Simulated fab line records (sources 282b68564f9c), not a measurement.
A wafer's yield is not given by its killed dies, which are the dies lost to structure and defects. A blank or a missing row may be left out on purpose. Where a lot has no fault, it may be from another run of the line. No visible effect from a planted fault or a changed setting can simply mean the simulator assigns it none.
Lot-split experiment || flow rit_cmos || 23 wafers read across 5 lots, on a route 202 steps long

## THE SPLIT ITSELF
At RIT_NLDD_IMPLANT_08, the setting dose_cm2 was moved away from the recipe's 5e+14 on 4 of the 23 wafers read, by -4.7% to +4.4%. All remaining wafers had this setting at the recipe value.

## FROM THE SPLIT TO THE READING: what the file shows between them, 9 steps
- RIT_PLDD_SOFTBAKE_02: time 60 s (also split here: temp_c)
- RIT_PLDD_EXPOSE_03: exposes mask M8, target cd 40900 nm
- RIT_PLDD_PEB_04
- RIT_PLDD_DEVELOP_05: develop time 50 s
- RIT_PSD_SOFTBAKE_02: time 60 s (also split here: temp_c)
- RIT_PSD_EXPOSE_03: exposes mask M10, target cd 40900 nm
- RIT_PSD_PEB_04
- RIT_PSD_DEVELOP_05: develop time 50 s
- RIT_PSD_HARDBAKE_07: time 60 s

## THE READING
Measured at RIT_SDANNEAL_RS_MEAS_07 by four-point probe: NLDD_RS, in ohm/sq. A value of 151.7 ohm/sq with a standard deviation of 0.59 ohm/sq is what fault-free wafers of this fab line usually give.

{"wafer": "L074.2", "tool, chamber at the split": "implanter-02, 0", "dose_cm2 as run": 5e+14, "against the recipe": "recipe", "NLDD_RS, ohm/sq": 151.3, "against lot-mates on the recipe": "-"}
{"wafer": "L074.3", "tool, chamber at the split": "implanter-02, 0", "dose_cm2 as run": 5.221e+14, "against the recipe": "+4.4%", "NLDD_RS, ohm/sq": 145.9, "against lot-mates on the recipe": -5.5}
{"wafer": "L074.4", "tool, chamber at the split": "implanter-02, 0", "dose_cm2 as run": 5e+14, "against the recipe": "recipe", "NLDD_RS, ohm/sq": 151.2, "against lot-mates on the recipe": "-"}
{"wafer": "L074.5", "tool, chamber at the split": "implanter-02, 0", "dose_cm2 as run": 5.221e+14, "against the recipe": "+4.4%", "NLDD_RS, ohm/sq": 145.8, "against lot-mates on the recipe": -5.6}
{"wafer": "L074.6", "tool, chamber at the split": "implanter-02, 0", "dose_cm2 as run": 5e+14, "against the recipe": "recipe", "NLDD_RS, ohm/sq": 151.7, "against lot-mates on the recipe": "-"}
{"wafer": "L075.1", "tool, chamber at the split": "implanter-04, 0", "dose_cm2 as run": 5e+14, "against the recipe": "recipe", "NLDD_RS, ohm/sq": 150.6, "against lot-mates on the recipe": "-"}
{"wafer": "L075.2", "tool, chamber at the split": "implanter-04, 0", "dose_cm2 as run": 5e+14, "against the recipe": "recipe", "NLDD_RS, ohm/sq": 150.5, "against lot-mates on the recipe": "-"}
{"wafer": "L075.3", "tool, chamber at the split": "implanter-04, 0", "dose_cm2 as run": 5e+14, "against the recipe": "recipe", "NLDD_RS, ohm/sq": 150.5, "against lot-mates on the recipe": "-"}
{"wafer": "L075.5", "tool, chamber at the split": "implanter-04, 0", "dose_cm2 as run": 5e+14, "against the recipe": "recipe", "NLDD_RS, ohm/sq": 150.9, "against lot-mates on the recipe": "-"}
{"wafer": "L075.6", "tool, chamber at the split": "implanter-04, 0", "dose_cm2 as run": 5e+14, "against the recipe": "recipe", "NLDD_RS, ohm/sq": 150.9, "against lot-mates on the recipe": "-"}
{"wafer": "L078.1", "tool, chamber at the split": "implanter-02, 0", "dose_cm2 as run": 5e+14, "against the recipe": "recipe", "NLDD_RS, ohm/sq": 152.1, "against lot-mates on the recipe": "-"}
{"wafer": "L078.2", "tool, chamber at the split": "implanter-02, 0", "dose_cm2 as run": 5e+14, "against the recipe": "recipe", "NLDD_RS, ohm/sq": 152.2, "against lot-mates on the recipe": "-"}
{"wafer": "L078.4", "tool, chamber at the split": "implanter-02, 0", "dose_cm2 as run": 5e+14, "against the recipe": "recipe", "NLDD_RS, ohm/sq": 152.2, "against lot-mates on the recipe": "-"}
{"wafer": "L078.5", "tool, chamber at the split": "implanter-02, 0", "dose_cm2 as run": 5e+14, "against the recipe": "recipe", "NLDD_RS, ohm/sq": 152.2, "against lot-mates on the recipe": "-"}
{"wafer": "L078.6", "tool, chamber at the split": "implanter-02, 0", "dose_cm2 as run": 5e+14, "against the recipe": "recipe", "NLDD_RS, ohm/sq": 152.3, "against lot-mates on the recipe": "-"}
{"wafer": "L079.1", "tool, chamber at the split": "implanter-02, 0", "dose_cm2 as run": 5e+14, "against the recipe": "recipe", "NLDD_RS, ohm/sq": 151.1, "against lot-mates on the recipe": "-"}
{"wafer": "L079.2", "tool, chamber at the split": "implanter-02, 0", "dose_cm2 as run": 4.765e+14, "against the recipe": "-4.7%", "NLDD_RS, ohm/sq": 157.6, "against lot-mates on the recipe": "+6.6"}
{"wafer": "L079.3", "tool, chamber at the split": "implanter-02, 0", "dose_cm2 as run": 5e+14, "against the recipe": "recipe", "NLDD_RS, ohm/sq": 151.3, "against lot-mates on the recipe": "-"}
{"wafer": "L079.4", "tool, chamber at the split": "implanter-02, 0", "dose_cm2 as run": 5e+14, "against the recipe": "recipe", "NLDD_RS, ohm/sq": 150.7, "against lot-mates on the recipe": "-"}
{"wafer": "L079.6", "tool, chamber at the split": "implanter-02, 0", "dose_cm2 as run": 4.765e+14, "against the recipe": "-4.7%", "NLDD_RS, ohm/sq": 156.7, "against lot-mates on the recipe": "+5.7"}
{"wafer": "L081.1", "tool, chamber at the split": "implanter-01, 0", "dose_cm2 as run": 5e+14, "against the recipe": "recipe", "NLDD_RS, ohm/sq": 152.5, "against lot-mates on the recipe": "-"}
{"wafer": "L081.5", "tool, chamber at the split": "implanter-01, 0", "dose_cm2 as run": 5e+14, "against the recipe": "recipe", "NLDD_RS, ohm/sq": 152.3, "against lot-mates on the recipe": "-"}
{"wafer": "L081.6", "tool, chamber at the split": "implanter-01, 0", "dose_cm2 as run": 5e+14, "against the recipe": "recipe", "NLDD_RS, ohm/sq": 152.1, "against lot-mates on the recipe": "-"}

FIT RESULTS
A straight line over all 23 wafers: NLDD_RS changes by -1.24 ohm/sq for each +1% of dose_cm2; r = -0.96; the points scatter about the line by 0.67 ohm/sq.
The same after taking each lot's own level away (the mean of its wafers on the recipe; 23 wafers): -1.28 ohm/sq for each +1%; r = -1.00; scatter 0.22 ohm/sq.
On that fit, the largest move of dose_cm2 shifts the reading by 6 ohm/sq.
Across the lots, their own levels run from 150.68 to 152.30 ohm/sq, a range of 2.7 times the standard deviation given above.
So the lot-to-lot level changes the slope little: the two slopes agree.
Check: with one of the wafers moved furthest among these (-4.7%) left out of the fit, the line predicts +5.8 ohm/sq for it against its lot-mates. Against them it came out at +6.57 ohm/sq.

## THE OTHER SPLITS THESE WAFERS WENT THROUGH
Other splits were also applied to these wafers ahead of the reading. Each is held against what the fit with the lots' levels taken away leaves over:
{"other split on the same wafers": "RIT_ACTIVE_CVD_03 pressure_mtorr", "wafers away from the commonest value": 18, "r with NLDD_RS (lot level and that fit taken away)": -0.06}
{"other split on the same wafers": "RIT_ACTIVE_EXPOSE_08 dose_mj", "wafers away from the commonest value": 5, "r with NLDD_RS (lot level and that fit taken away)": "+0.16"}
{"other split on the same wafers": "RIT_ACTIVE_ETCH_13 rf_w", "wafers away from the commonest value": 8, "r with NLDD_RS (lot level and that fit taken away)": "+0.09"}
{"other split on the same wafers": "RIT_NWELL_IMPLANT_08 dose_cm2", "wafers away from the commonest value": 6, "r with NLDD_RS (lot level and that fit taken away)": -0.05}
{"other split on the same wafers": "RIT_PWELL_SOFTBAKE_02 temp_c", "wafers away from the commonest value": 8, "r with NLDD_RS (lot level and that fit taken away)": -0.02}
{"other split on the same wafers": "RIT_PWELL_DEVELOP_05 develop_time_s", "wafers away from the commonest value": 7, "r with NLDD_RS (lot level and that fit taken away)": -0.18}
{"other split on the same wafers": "RIT_PRETRO_IMPLANT_08 energy_kev", "wafers away from the commonest value": 10, "r with NLDD_RS (lot level and that fit taken away)": "+0.12"}
{"other split on the same wafers": "RIT_GATE_OXIDATION_05 temp_c", "wafers away from the commonest value": 10, "r with NLDD_RS (lot level and that fit taken away)": "+0.10"}
{"other split on the same wafers": "RIT_PLDD_SOFTBAKE_02 temp_c", "wafers away from the commonest value": 11, "r with NLDD_RS (lot level and that fit taken away)": -0.10}
{"other split on the same wafers": "RIT_PSD_SOFTBAKE_02 temp_c", "wafers away from the commonest value": 8, "r with NLDD_RS (lot level and that fit taken away)": "+0.06"}

## FILE'S OWN FIT
NLDD_RS changes by -1.28 ohm/sq for each +1% of dose_cm2, r = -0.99.
